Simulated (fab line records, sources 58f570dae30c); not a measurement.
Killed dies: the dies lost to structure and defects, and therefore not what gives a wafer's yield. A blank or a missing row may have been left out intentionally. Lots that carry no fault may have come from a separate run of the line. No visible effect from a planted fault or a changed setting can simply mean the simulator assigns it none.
What tool caused it? + flow berkeley-cmos170 + Sampling: 15 lots, 45 wafers, 6 of 331 route steps

WHAT EACH GAUGE READ, for each wafer
UCB170_PSD_TW_MEAS_10.
| lot  | measured     | on            | PSD_TW         |
|------|--------------|---------------|----------------|
| L542 | day 8 05:26  | film-metro-04 | 2327 2320 2323 |
| L544 | day 8 10:17  | film-metro-02 | 2286 2279 2286 |
| L547 | day 8 20:02  | film-metro-01 | 2331 2329 2327 |
| L545 | day 8 20:20  | film-metro-02 | 2279 2287 2287 |
| L550 | day 9 09:41  | film-metro-01 | 2340 2331 2334 |
| L551 | day 9 09:24  | film-metro-04 | 2340 2349 2347 |
| L549 | day 9 09:08  | film-metro-02 | 2306 2303 2301 |
| L553 | day 9 19:59  | film-metro-04 | 2350 2339 2353 |
| L552 | day 9 20:03  | film-metro-04 | 2360 2359 2366 |
| L554 | day 10 09:29 | film-metro-02 | 2287 2271 2296 |
| L557 | day 10 15:40 | film-metro-01 | 2345 2332 2326 |
| L558 | day 11 15:50 | film-metro-04 | 2329 2327 2311 |
| L562 | day 11 15:57 | film-metro-02 | 2297 2298 2302 |
| L561 | day 11 16:06 | film-metro-01 | 2342 2332 2336 |
| L565 | day 12 21:07 | film-metro-04 | 2328 2334 2331 |

UCB170_NSD_CD_MEAS_06: target cd 1200 nm.
| lot  | measured     | on        | cd-nm (nm)           |
|------|--------------|-----------|----------------------|
| L542 | day 8 07:55  | cd-sem-02 | 1199.8 1199.2 1199.5 |
| L544 | day 8 12:19  | cd-sem-01 | 1200.7 1200.5 1201.4 |
| L547 | day 8 21:29  | cd-sem-01 | 1200.0 1200.2 1201.0 |
| L545 | day 8 21:41  | cd-sem-02 | 1201.2 1200.5 1199.7 |
| L550 | day 9 11:01  | cd-sem-01 | 1199.3 1198.5 1198.2 |
| L551 | day 9 10:50  | cd-sem-01 | 1200.9 1201.0 1201.3 |
| L549 | day 9 10:27  | cd-sem-02 | 1201.7 1198.3 1199.7 |
| L553 | day 9 23:44  | cd-sem-02 | 1198.7 1197.4 1199.2 |
| L552 | day 9 23:52  | cd-sem-01 | 1200.3 1200.6 1200.0 |
| L554 | day 10 11:17 | cd-sem-01 | 1198.0 1198.4 1198.5 |
| L557 | day 10 19:55 | cd-sem-02 | 1198.9 1198.6 1198.4 |
| L558 | day 11 18:07 | cd-sem-01 | 1199.5 1199.7 1198.5 |
| L562 | day 11 17:48 | cd-sem-02 | 1199.1 1199.1 1198.5 |
| L561 | day 11 17:49 | cd-sem-01 | 1200.1 1199.2 1199.3 |
| L565 | day 12 23:04 | cd-sem-02 | 1201.0 1201.9 1202.7 |

UCB170_SDANNEAL_RS_MEAS_02: uses a four-point probe to measure.
| lot  | measured     | on            | PSD_RS (ohm/sq) |
|------|--------------|---------------|-----------------|
| L542 | day 8 10:38  | film-metro-02 | 75.1 75.3 75.1  |
| L544 | day 8 14:14  | film-metro-04 | 75.5 75.5 75.3  |
| L547 | day 9 00:32  | film-metro-01 | 75.5 75.3 75.6  |
| L545 | day 9 00:51  | film-metro-04 | 75.8 75.9 75.9  |
| L550 | day 9 15:11  | film-metro-04 | 75.4 75.5 75.8  |
| L551 | day 9 14:58  | film-metro-02 | 74.9 75.1 75.2  |
| L549 | day 9 14:59  | film-metro-01 | 75.4 75.4 75.5  |
| L553 | day 10 01:18 | film-metro-01 | 75.8 75.2 75.7  |
| L552 | day 10 01:47 | film-metro-02 | 75.9 75.5 75.8  |
| L554 | day 10 13:13 | film-metro-04 | 75.7 76.3 75.8  |
| L557 | day 10 21:40 | film-metro-04 | 69.7 69.9 70.0  |
| L558 | day 11 20:08 | film-metro-01 | 69.7 70.0 69.8  |
| L562 | day 11 19:21 | film-metro-04 | 75.7 75.9 76.2  |
| L561 | day 11 19:25 | film-metro-01 | 69.5 69.5 69.6  |
| L565 | day 13 00:37 | film-metro-01 | 75.8 75.6 75.8  |

UCB170_SDANNEAL_RS_MEAS_03: uses a four-point probe to measure.
| lot  | measured     | on            | NSD_RS (ohm/sq)   |
|------|--------------|---------------|-------------------|
| L542 | day 8 10:46  | film-metro-02 | 37.13 37.15 37.18 |
| L544 | day 8 14:22  | film-metro-04 | 37.25 37.20 37.22 |
| L547 | day 9 00:40  | film-metro-01 | 37.21 37.17 37.25 |
| L545 | day 9 00:58  | film-metro-04 | 37.28 37.28 37.31 |
| L550 | day 9 15:19  | film-metro-04 | 37.26 37.39 37.35 |
| L551 | day 9 15:05  | film-metro-02 | 37.23 37.17 37.27 |
| L549 | day 9 15:06  | film-metro-01 | 37.32 37.22 37.21 |
| L553 | day 10 01:25 | film-metro-01 | 37.24 37.22 37.35 |
| L552 | day 10 01:54 | film-metro-02 | 37.37 37.24 37.36 |
| L554 | day 10 13:20 | film-metro-04 | 37.30 37.26 37.26 |
| L557 | day 10 21:47 | film-metro-04 | 36.13 36.15 36.06 |
| L558 | day 11 20:16 | film-metro-01 | 36.01 36.00 35.99 |
| L562 | day 11 19:28 | film-metro-04 | 37.27 37.24 37.29 |
| L561 | day 11 19:32 | film-metro-01 | 35.96 35.91 35.97 |
| L565 | day 13 00:44 | film-metro-01 | 37.14 37.09 37.18 |

TOOL THAT RAN EACH LOT (tool first, then ch and the chambers of the sampled wafers, then the start)
| lot  | UCB170_PLDD_STRIP_10                 | UCB170_SDANNEAL_RTA_01           |
|------|--------------------------------------|----------------------------------|
| L542 | plasma-asher-01 ch 0, day 7 17:23    | rtp-anneal-02 ch 0, day 8 10:25  |
| L544 | plasma-asher-01 ch 0,1, day 8 01:27  | rtp-anneal-02 ch 0, day 8 14:00  |
| L547 | plasma-asher-04 ch 0,1, day 8 10:29  | rtp-anneal-02 ch 0, day 9 00:26  |
| L545 | plasma-asher-03 ch 0,1, day 8 10:46  | rtp-anneal-02 ch 0, day 9 00:44  |
| L550 | plasma-asher-04 ch 0,1, day 8 22:43  | rtp-anneal-02 ch 0, day 9 15:07  |
| L551 | plasma-asher-04 ch 0,1, day 8 22:57  | rtp-anneal-01 ch 0, day 9 14:54  |
| L549 | plasma-asher-01 ch 0,1, day 8 23:12  | rtp-anneal-02 ch 0, day 9 14:55  |
| L553 | plasma-asher-01 ch 0,1, day 9 11:41  | rtp-anneal-01 ch 0, day 10 01:14 |
| L552 | plasma-asher-04 ch 0,1, day 9 12:08  | rtp-anneal-02 ch 0, day 10 01:41 |
| L554 | plasma-asher-04 ch 0,1, day 9 22:59  | rtp-anneal-01 ch 0, day 10 13:09 |
| L557 | plasma-asher-01 ch 0,1, day 10 06:13 | rtp-anneal-01 ch 0, day 10 21:33 |
| L558 | plasma-asher-01 ch 0,1, day 11 04:33 | rtp-anneal-01 ch 0, day 11 20:02 |
| L562 | plasma-asher-04 ch 0,1, day 11 04:47 | rtp-anneal-02 ch 0, day 11 19:17 |
| L561 | plasma-asher-03 ch 0,1, day 11 04:51 | rtp-anneal-01 ch 0, day 11 19:21 |
| L565 | plasma-asher-01 ch 0,1, day 12 12:07 | rtp-anneal-02 ch 0, day 13 00:32 |
- UCB170_PLDD_STRIP_10: strips in O2.
- UCB170_SDANNEAL_RTA_01: time 5 s.

AS READ BY THE TOOLS THEMSELVES (means over the sampled wafers that have a number; for cases with no such wafer, the mark the record gives instead)
UCB170_PLDD_STRIP_10.
| lot  | tool            | drypump-motor-current-A (A) | oes-product-au (a.u.) | strip-time-to-endpoint-s (s) |
|------|-----------------|-----------------------------|-----------------------|------------------------------|
| L542 | plasma-asher-01 | 5.6                         | 0.730                 | 21.65                        |
| L544 | plasma-asher-01 | 6.0                         | 0.739                 | 21.68                        |
| L547 | plasma-asher-04 | 5.8                         | 0.733                 | 21.61                        |
| L545 | plasma-asher-03 | 5.3                         | 0.732                 | 21.64                        |
| L550 | plasma-asher-04 | 5.8                         | 0.736                 | 21.65                        |
| L551 | plasma-asher-04 | 5.8                         | 0.733                 | 21.56                        |
| L549 | plasma-asher-01 | 6.0                         | 0.734                 | 21.59                        |
| L553 | plasma-asher-01 | 6.0                         | 0.728                 | 21.63                        |
| L552 | plasma-asher-04 | 5.8                         | 0.733                 | 21.60                        |
| L554 | plasma-asher-04 | 5.9                         | 0.731                 | 21.69                        |
| L557 | plasma-asher-01 | 6.1                         | 0.730                 | 21.56                        |
| L558 | plasma-asher-01 | 5.8                         | 0.733                 | 21.57                        |
| L562 | plasma-asher-04 | 5.8                         | 0.730                 | 21.60                        |
| L561 | plasma-asher-03 | 5.4                         | 0.735                 | 21.62                        |
| L565 | plasma-asher-01 | 5.8                         | 0.736                 | 21.69                        |

UCB170_SDANNEAL_RTA_01.
| lot  | tool          | lamp-power-pct (%) | wafer_temp_C_max |
|------|---------------|--------------------|------------------|
| L542 | rtp-anneal-02 | 37.10              | 1054.6           |
| L544 | rtp-anneal-02 | 37.06              | 1055.6           |
| L547 | rtp-anneal-02 | 37.09              | 1055.6           |
| L545 | rtp-anneal-02 | 37.09              | 1055.2           |
| L550 | rtp-anneal-02 | 37.11              | 1054.5           |
| L551 | rtp-anneal-01 | 36.56              | 1053.3           |
| L549 | rtp-anneal-02 | 37.11              | 1055.0           |
| L553 | rtp-anneal-01 | 36.58              | 1054.0           |
| L552 | rtp-anneal-02 | 37.07              | 1055.5           |
| L554 | rtp-anneal-01 | 36.58              | 1053.8           |
| L557 | rtp-anneal-01 | 36.59              | 1053.1           |
| L558 | rtp-anneal-01 | 36.59              | 1053.5           |
| L562 | rtp-anneal-02 | 37.11              | 1055.9           |
| L561 | rtp-anneal-01 | 36.60              | 1054.3           |
| L565 | rtp-anneal-02 | 37.11              | 1054.9           |

THE ANSWER, worked out from the rows above alone
Rule: usual is defined by the lots themselves. Put in order of their means at a reading, lots are off if they are a third of the lots or fewer, leave a main group of 4 or more, and stand apart from it by a gap of 3 or more times the standard deviation of the main group's means; of several such gaps the widest counts. Not used: any main group whose means are identical at the precision the tables above print for the reading. Also off: a lot with no number at a reading for which 4 or more lots have one. The other lots that the step has rows for count as sound. After the gauges, taken in route order, come the tools' own readings; for these a lot's mean is taken, as printed above. The first step at which some lot is off is used, and at that step the reading that is off furthest; a lot without a number counts as furthest.
Off: L557, L558, L561, seen at UCB170_SDANNEAL_RS_MEAS_02 (PSD_RS). Main group: mean 75.6 ohm/sq, sd 0.27.
If a tool, at a process step before that reading, ran all the lots that are off and no sound lot after the first of them, it fits. Those tools and the gauges at UCB170_SDANNEAL_RS_MEAS_02 are tried in the same way. One fits: rtp-anneal-01 at UCB170_SDANNEAL_RTA_01. A fault onset in the window from L554 (day 10 13:09, its last sound lot) to L557 (day 10 21:33, its first lot off) fits.

WHAT HAD BEEN PUT IN BY THE SIMULATOR
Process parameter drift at UCB170_SDANNEAL_RTA_01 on rtp-anneal-01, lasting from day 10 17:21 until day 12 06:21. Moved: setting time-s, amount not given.
Struck lots among those shown: L557, L558, L561. The same result came from the rule above.
